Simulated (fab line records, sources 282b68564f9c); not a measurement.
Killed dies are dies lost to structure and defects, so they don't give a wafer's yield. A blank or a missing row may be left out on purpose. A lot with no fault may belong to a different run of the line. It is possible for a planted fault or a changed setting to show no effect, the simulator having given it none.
fab line records :: flow rit-cmos
record:
  lots: 16
  wafers: 48
  last-day: 7
route steps=202 shown NSD@134
lots untouched by any fault: they come from a run of this same line in which no faults occurred
start-h: the number of hours between the record's first day and the start of the first shown wafer of the lot :: wait-h: hours elapsed since this lot's preceding step :: " repeats the value in the row above :: L1.1+2: a row that stands for several wafers :: - no value present, or no start provided :: * or withheld: withheld :: < > ~ a bound
route shown NAME@n: NAME is a module with steps in the file, n the number in the route of the first one :: usual: mean/standard deviation of fault-free wafers :: same: alike in all rows :: chamber/n: place in a boat :: sites: per-site readings :: _std_site: their standard deviation :: _edge_site: the outer-site mean with the inner-site mean subtracted :: radius-mm: how far each site lies from the wafer's centre :: mask NAME#n: copy n :: behind: the last tool/chamber to shape the wafer :: hold: the reason the lot was held/the length of the hold in hours/how it ended :: device: the n, p or np transistor that did not switch :: end of line: the same wafers' tests at the end of the route :: for a step that has no rows: nothing shown but its recipe :: killed: dies that structure and defects cost at the first sort, which is not the same as the wafer's yield :: map: a wafer's dies, x killed, . not, _ none there
set.NAME: the run value of the setting; set.NAME@STEP: its run value at that earlier step :: model.NAME: the simulator's own value behind a step, which no gauge read
the route's steps for a sample of lots (tables are steps, rows are wafers)
services: the hour from which a tool's chamber was out of use, counted from the record's first day as start-h (under 0 if before that day), plus the number of hours and why
== steps ==
step: RIT_NSD_EXPOSE_03
recipe:
  mask-id: M9
  na: 0.57
  target-cd-nm: 40700
  dose-mj: 250
usual:
  reticle-temp-C: 23.02/0.11
lot.wafer: L364.1
tool: iline-stepper-01
chamber: 0
start-h: 47.86
wait-h: 0.2
mask: M9#0
reticle-temp-C: 23.16

lot.wafer: L364.2
tool: iline-stepper-01
chamber: 0
start-h: 47.86
wait-h: 0.2
mask: M9#0
reticle-temp-C: 23.17

lot.wafer: L364.3
tool: iline-stepper-01
chamber: 0
start-h: 47.86
wait-h: 0.2
mask: M9#0
reticle-temp-C: 23.08

lot.wafer: L365.2
tool: iline-stepper-02
chamber: 0
start-h: 50.92
wait-h: 0.2
mask: M9#0
reticle-temp-C: 23.13

lot.wafer: L365.3
tool: iline-stepper-02
chamber: 0
start-h: 50.92
wait-h: 0.2
mask: M9#0
reticle-temp-C: 23.04

lot.wafer: L365.4
tool: iline-stepper-02
chamber: 0
start-h: 50.92
wait-h: 0.2
mask: M9#0
reticle-temp-C: 23.04

lot.wafer: L367.1
tool: iline-stepper-01
chamber: 0
start-h: 62.11
wait-h: 0.2
mask: M9#0
reticle-temp-C: 22.87

lot.wafer: L367.2
tool: iline-stepper-01
chamber: 0
start-h: 62.11
wait-h: 0.2
mask: M9#0
reticle-temp-C: 22.92

lot.wafer: L367.6
tool: iline-stepper-01
chamber: 0
start-h: 62.11
wait-h: 0.2
mask: M9#0
reticle-temp-C: 22.79

lot.wafer: L368.1
tool: iline-stepper-02
chamber: 0
start-h: 68.57
wait-h: 0.2
mask: M9#0
reticle-temp-C: 23.00

lot.wafer: L368.4
tool: iline-stepper-02
chamber: 0
start-h: 68.57
wait-h: 0.2
mask: M9#0
reticle-temp-C: 22.87

lot.wafer: L368.5
tool: iline-stepper-02
chamber: 0
start-h: 68.57
wait-h: 0.2
mask: M9#0
reticle-temp-C: 23.04

lot.wafer: L369.1
tool: iline-stepper-01
chamber: 0
start-h: 72.02
wait-h: 0.2
mask: M9#0
reticle-temp-C: 22.95

lot.wafer: L369.3
tool: iline-stepper-01
chamber: 0
start-h: 72.02
wait-h: 0.2
mask: M9#0
reticle-temp-C: 22.92

lot.wafer: L369.4
tool: iline-stepper-01
chamber: 0
start-h: 72.02
wait-h: 0.2
mask: M9#0
reticle-temp-C: 23.04

lot.wafer: L370.1
tool: iline-stepper-01
chamber: 0
start-h: 75.61
wait-h: 0.1
mask: M9#0
reticle-temp-C: 22.86

lot.wafer: L370.2
tool: iline-stepper-01
chamber: 0
start-h: 75.61
wait-h: 0.1
mask: M9#0
reticle-temp-C: 23.00

lot.wafer: L370.6
tool: iline-stepper-01
chamber: 0
start-h: 75.61
wait-h: 0.1
mask: M9#0
reticle-temp-C: 22.79

lot.wafer: L371.1
tool: iline-stepper-01
chamber: 0
start-h: 82.04
wait-h: 0.1
mask: M9#0
reticle-temp-C: 22.88

lot.wafer: L371.3
tool: iline-stepper-01
chamber: 0
start-h: 82.04
wait-h: 0.1
mask: M9#0
reticle-temp-C: 22.97

lot.wafer: L371.4
tool: iline-stepper-01
chamber: 0
start-h: 82.04
wait-h: 0.1
mask: M9#0
reticle-temp-C: 22.95

lot.wafer: L372.1
tool: iline-stepper-02
chamber: 0
start-h: 86.19
wait-h: 0.2
mask: M9#0
reticle-temp-C: 22.95

lot.wafer: L372.3
tool: iline-stepper-02
chamber: 0
start-h: 86.19
wait-h: 0.2
mask: M9#0
reticle-temp-C: 23.04

lot.wafer: L372.6
tool: iline-stepper-02
chamber: 0
start-h: 86.19
wait-h: 0.2
mask: M9#0
reticle-temp-C: 23.03

lot.wafer: L373.1
tool: iline-stepper-02
chamber: 0
start-h: 92.30
wait-h: 0.1
mask: M9#0
reticle-temp-C: 23.08

lot.wafer: L373.4
tool: iline-stepper-02
chamber: 0
start-h: 92.30
wait-h: 0.1
mask: M9#0
reticle-temp-C: 22.92

lot.wafer: L373.5
tool: iline-stepper-02
chamber: 0
start-h: 92.30
wait-h: 0.1
mask: M9#0
reticle-temp-C: 23.06

lot.wafer: L374.1
tool: iline-stepper-01
chamber: 0
start-h: 96.39
wait-h: 0.2
mask: M9#0
reticle-temp-C: 22.92

lot.wafer: L374.3
tool: iline-stepper-01
chamber: 0
start-h: 96.39
wait-h: 0.2
mask: M9#0
reticle-temp-C: 22.97

lot.wafer: L374.5
tool: iline-stepper-01
chamber: 0
start-h: 96.39
wait-h: 0.2
mask: M9#0
reticle-temp-C: 23.04

lot.wafer: L375.1
tool: iline-stepper-01
chamber: 0
start-h: 101.13
wait-h: 0.1
mask: M9#0
reticle-temp-C: 23.02

lot.wafer: L375.4
tool: iline-stepper-01
chamber: 0
start-h: 101.13
wait-h: 0.1
mask: M9#0
reticle-temp-C: 23.05

lot.wafer: L375.5
tool: iline-stepper-01
chamber: 0
start-h: 101.13
wait-h: 0.1
mask: M9#0
reticle-temp-C: 23.03

lot.wafer: L376.1
tool: iline-stepper-02
chamber: 0
start-h: 106.23
wait-h: 0.2
mask: M9#0
reticle-temp-C: 22.89

lot.wafer: L376.3
tool: iline-stepper-02
chamber: 0
start-h: 106.23
wait-h: 0.2
mask: M9#0
reticle-temp-C: 23.14

lot.wafer: L376.4
tool: iline-stepper-02
chamber: 0
start-h: 106.23
wait-h: 0.2
mask: M9#0
reticle-temp-C: 23.03

lot.wafer: L377.2
tool: iline-stepper-01
chamber: 0
start-h: 110.91
wait-h: 0.3
mask: M9#0
reticle-temp-C: 22.93

lot.wafer: L377.4
tool: iline-stepper-01
chamber: 0
start-h: 110.91
wait-h: 0.3
mask: M9#0
reticle-temp-C: 23.14

lot.wafer: L377.5
tool: iline-stepper-01
chamber: 0
start-h: 110.91
wait-h: 0.3
mask: M9#0
reticle-temp-C: 23.13

lot.wafer: L383.1
tool: iline-stepper-02
chamber: 0
start-h: 141.82
wait-h: 0.2
mask: M9#0
reticle-temp-C: 22.90

lot.wafer: L383.2
tool: iline-stepper-02
chamber: 0
start-h: 141.82
wait-h: 0.2
mask: M9#0
reticle-temp-C: 22.90

lot.wafer: L383.6
tool: iline-stepper-02
chamber: 0
start-h: 141.82
wait-h: 0.2
mask: M9#0
reticle-temp-C: 23.02

lot.wafer: L384.1
tool: iline-stepper-02
chamber: 0
start-h: 148.81
wait-h: 0.1
mask: M9#0
reticle-temp-C: 23.01

lot.wafer: L384.4
tool: iline-stepper-02
chamber: 0
start-h: 148.81
wait-h: 0.1
mask: M9#0
reticle-temp-C: 22.98

lot.wafer: L384.6
tool: iline-stepper-02
chamber: 0
start-h: 148.81
wait-h: 0.1
mask: M9#0
reticle-temp-C: 23.14

lot.wafer: L387.3
tool: iline-stepper-02
chamber: 0
start-h: 167.05
wait-h: 0.2
mask: M9#0
reticle-temp-C: 23.01

lot.wafer: L387.4
tool: iline-stepper-02
chamber: 0
start-h: 167.05
wait-h: 0.2
mask: M9#0
reticle-temp-C: 22.78

lot.wafer: L387.6
tool: iline-stepper-02
chamber: 0
start-h: 167.05
wait-h: 0.2
mask: M9#0
reticle-temp-C: 22.94
step: RIT_NSD_OVL_MEAS_06
usual:
  NSD_OVL: -1.5/2
lot.wafer: L364.1
tool: overlay-02
chamber: -
start-h: 48.26
wait-h: -
NSD_OVL[nm]: 0.1

lot.wafer: L364.2
tool: overlay-02
chamber: -
start-h: 48.26
wait-h: -
NSD_OVL[nm]: 0.9

lot.wafer: L364.3
tool: overlay-02
chamber: -
start-h: 48.26
wait-h: -
NSD_OVL[nm]: 0.8

lot.wafer: L365.2
tool: overlay-02
chamber: -
start-h: 51.30
wait-h: -
NSD_OVL[nm]: -1.7

lot.wafer: L365.3
tool: overlay-02
chamber: -
start-h: 51.30
wait-h: -
NSD_OVL[nm]: -2.1

lot.wafer: L365.4
tool: overlay-02
chamber: -
start-h: 51.30
wait-h: -
NSD_OVL[nm]: -2.7

lot.wafer: L367.1
tool: overlay-01
chamber: -
start-h: 62.51
wait-h: -
NSD_OVL[nm]: 0.2

lot.wafer: L367.2
tool: overlay-01
chamber: -
start-h: 62.51
wait-h: -
NSD_OVL[nm]: 0.3

lot.wafer: L367.6
tool: overlay-01
chamber: -
start-h: 62.51
wait-h: -
NSD_OVL[nm]: 0.0

lot.wafer: L368.1
tool: overlay-01
chamber: -
start-h: 68.97
wait-h: -
NSD_OVL[nm]: -5.5

lot.wafer: L368.4
tool: overlay-01
chamber: -
start-h: 68.97
wait-h: -
NSD_OVL[nm]: -5.3

lot.wafer: L368.5
tool: overlay-01
chamber: -
start-h: 68.97
wait-h: -
NSD_OVL[nm]: -5.8

lot.wafer: L369.1
tool: overlay-01
chamber: -
start-h: 72.42
wait-h: -
NSD_OVL[nm]: 2.6

lot.wafer: L369.3
tool: overlay-01
chamber: -
start-h: 72.42
wait-h: -
NSD_OVL[nm]: 1.0

lot.wafer: L369.4
tool: overlay-01
chamber: -
start-h: 72.42
wait-h: -
NSD_OVL[nm]: 1.9

lot.wafer: L370.1
tool: overlay-02
chamber: -
start-h: 76.01
wait-h: -
NSD_OVL[nm]: -1.5

lot.wafer: L370.2
tool: overlay-02
chamber: -
start-h: 76.01
wait-h: -
NSD_OVL[nm]: -1.2

lot.wafer: L370.6
tool: overlay-02
chamber: -
start-h: 76.01
wait-h: -
NSD_OVL[nm]: -2.8

lot.wafer: L371.1
tool: overlay-01
chamber: -
start-h: 82.44
wait-h: -
NSD_OVL[nm]: 8.4

lot.wafer: L371.3
tool: overlay-01
chamber: -
start-h: 82.44
wait-h: -
NSD_OVL[nm]: 8.4

lot.wafer: L371.4
tool: overlay-01
chamber: -
start-h: 82.44
wait-h: -
NSD_OVL[nm]: 7.6

lot.wafer: L372.1
tool: overlay-01
chamber: -
start-h: 86.59
wait-h: -
NSD_OVL[nm]: -3.0

lot.wafer: L372.3
tool: overlay-01
chamber: -
start-h: 86.59
wait-h: -
NSD_OVL[nm]: -3.0

lot.wafer: L372.6
tool: overlay-01
chamber: -
start-h: 86.59
wait-h: -
NSD_OVL[nm]: -2.3

lot.wafer: L373.1
tool: overlay-02
chamber: -
start-h: 92.70
wait-h: -
NSD_OVL[nm]: -4.1

lot.wafer: L373.4
tool: overlay-02
chamber: -
start-h: 92.70
wait-h: -
NSD_OVL[nm]: -2.7

lot.wafer: L373.5
tool: overlay-02
chamber: -
start-h: 92.70
wait-h: -
NSD_OVL[nm]: -2.5

lot.wafer: L374.1
tool: overlay-02
chamber: -
start-h: 96.79
wait-h: -
NSD_OVL[nm]: 8.8

lot.wafer: L374.3
tool: overlay-02
chamber: -
start-h: 96.79
wait-h: -
NSD_OVL[nm]: 9.1

lot.wafer: L374.5
tool: overlay-02
chamber: -
start-h: 96.79
wait-h: -
NSD_OVL[nm]: 9.9

lot.wafer: L375.1
tool: overlay-01
chamber: -
start-h: 101.58
wait-h: -
NSD_OVL[nm]: 8.7

lot.wafer: L375.4
tool: overlay-01
chamber: -
start-h: 101.58
wait-h: -
NSD_OVL[nm]: 9.4

lot.wafer: L375.5
tool: overlay-01
chamber: -
start-h: 101.58
wait-h: -
NSD_OVL[nm]: 8.9

lot.wafer: L376.1
tool: overlay-01
chamber: -
start-h: 106.69
wait-h: -
NSD_OVL[nm]: -3.7

lot.wafer: L376.3
tool: overlay-01
chamber: -
start-h: 106.69
wait-h: -
NSD_OVL[nm]: -1.8

lot.wafer: L376.4
tool: overlay-01
chamber: -
start-h: 106.69
wait-h: -
NSD_OVL[nm]: -2.0

lot.wafer: L377.2
tool: overlay-02
chamber: -
start-h: 111.48
wait-h: -
NSD_OVL[nm]: 8.8

lot.wafer: L377.4
tool: overlay-02
chamber: -
start-h: 111.48
wait-h: -
NSD_OVL[nm]: 10.2

lot.wafer: L377.5
tool: overlay-02
chamber: -
start-h: 111.48
wait-h: -
NSD_OVL[nm]: 9.3

lot.wafer: L383.1
tool: overlay-02
chamber: -
start-h: 142.22
wait-h: -
NSD_OVL[nm]: -2.3

lot.wafer: L383.2
tool: overlay-02
chamber: -
start-h: 142.22
wait-h: -
NSD_OVL[nm]: -1.7

lot.wafer: L383.6
tool: overlay-02
chamber: -
start-h: 142.22
wait-h: -
NSD_OVL[nm]: -1.1

lot.wafer: L384.1
tool: overlay-02
chamber: -
start-h: 149.21
wait-h: -
NSD_OVL[nm]: 0.1

lot.wafer: L384.4
tool: overlay-02
chamber: -
start-h: 149.21
wait-h: -
NSD_OVL[nm]: -0.8

lot.wafer: L384.6
tool: overlay-02
chamber: -
start-h: 149.21
wait-h: -
NSD_OVL[nm]: -1.5

lot.wafer: L387.3
tool: overlay-01
chamber: -
start-h: 167.43
wait-h: -
NSD_OVL[nm]: -3.8

lot.wafer: L387.4
tool: overlay-01
chamber: -
start-h: 167.43
wait-h: -
NSD_OVL[nm]: -4.9

lot.wafer: L387.6
tool: overlay-01
chamber: -
start-h: 167.43
wait-h: -
NSD_OVL[nm]: -3.7
== services ==
tool: iline-stepper-01
chamber: -
start-h: 73.18
hours: 1.7
kind: pm

tool: iline-stepper-02
chamber: -
start-h: 98.88
hours: 1.7
kind: pm

tool: iline-stepper-01
chamber: -
start-h: 132.08
hours: 9.8
kind: repair
== key ==
first-sign:
  step: RIT_NSD_OVL_MEAS_06
  reading: NSD_OVL
  direction: up
  sigmas: 5.3
  usual: -1.5
  struck: 8.9
effect none on later readings
met-at RIT_NSD_EXPOSE_03
struck-lots L371,L374,L375,L377
tester-left-out L371,L374,L375,L377
onset-between 75.61 82.04
fault:
  kind: scanner-matching-overlay
  tool: iline-stepper-01
  chamber: -
  onset-h: 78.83
  steps: RIT_NSD_EXPOSE_03
  offset: 8.5913
tester-left-out: of these lots the tester's yield and bins aren't shown, on N5 and GAA mostly nor the transistor test; their killed dies are dies lost to structure and defects alone, not to doping, threshold or leakage, so they don't give the yield
